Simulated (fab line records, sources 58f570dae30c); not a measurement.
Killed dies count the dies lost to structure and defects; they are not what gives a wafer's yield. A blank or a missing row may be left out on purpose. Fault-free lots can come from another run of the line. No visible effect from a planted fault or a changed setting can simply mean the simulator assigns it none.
Chamber matching || flow berkeley-cmos170 || UCB170_SPACER_CVD_00 on pecvd-02: 3 sister chambers
The step deposits SiO2 from TEOS/O2, target thk 376 nm, time 47 s. 3 wafers are shown with their chamber, then 7 later ones without.

== WAFERS WITH THEIR CHAMBER ==
{"wafer": "L289.2", "chamber": 0, "heater-power-w (W)": 283}
{"wafer": "L289.3", "chamber": 2, "heater-power-w (W)": 251}
{"wafer": "L291.5", "chamber": 1, "heater-power-w (W)": 237}

== WAFERS WITH NO CHAMBER GIVEN ==
{"wafer": "L291.6", "heater-power-w (W)": 257}
{"wafer": "L302.4", "heater-power-w (W)": 187}
{"wafer": "L302.5", "heater-power-w (W)": 254}
{"wafer": "L302.6", "heater-power-w (W)": 290}
{"wafer": "L303.2", "heater-power-w (W)": 199}
{"wafer": "L303.5", "heater-power-w (W)": 258}
{"wafer": "L303.6", "heater-power-w (W)": 291}

== THE CHAMBER EACH PASSED THROUGH ==
{"wafer": "L291.6", "from the rows above": "can't be placed: 2 or 1 or 0", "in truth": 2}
{"wafer": "L302.4", "from the rows above": "can't be placed: 1 or 2 or 0", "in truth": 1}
{"wafer": "L302.5", "from the rows above": "can't be placed: 2 or 1 or 0", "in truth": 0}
{"wafer": "L302.6", "from the rows above": "can't be placed: 0 or 2 or 1", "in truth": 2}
{"wafer": "L303.2", "from the rows above": "can't be placed: 1 or 2 or 0", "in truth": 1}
{"wafer": "L303.5", "from the rows above": "can't be placed: 2 or 1 or 0", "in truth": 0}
{"wafer": "L303.6", "from the rows above": "can't be placed: 0 or 2 or 1", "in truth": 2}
0 of 7 placed correctly. Cannot be placed on the basis of these rows: 7; the candidates contain the true chamber in 7. 0 placed wrongly.
How it was worked out, from the rows above alone: a wafer's distance from a chamber is the root of the sum, over the readings, of the square of ((its reading less the chamber's mean) divided by the reading's scatter). The wafer belongs to the nearest chamber; if the next one is less than 2 further off, it can't be placed. A chamber's mean is the mean of its shown wafers. The scatter: root of mean squared gap, hidden wafer to nearest shown wafer, with one shown wafer a chamber.
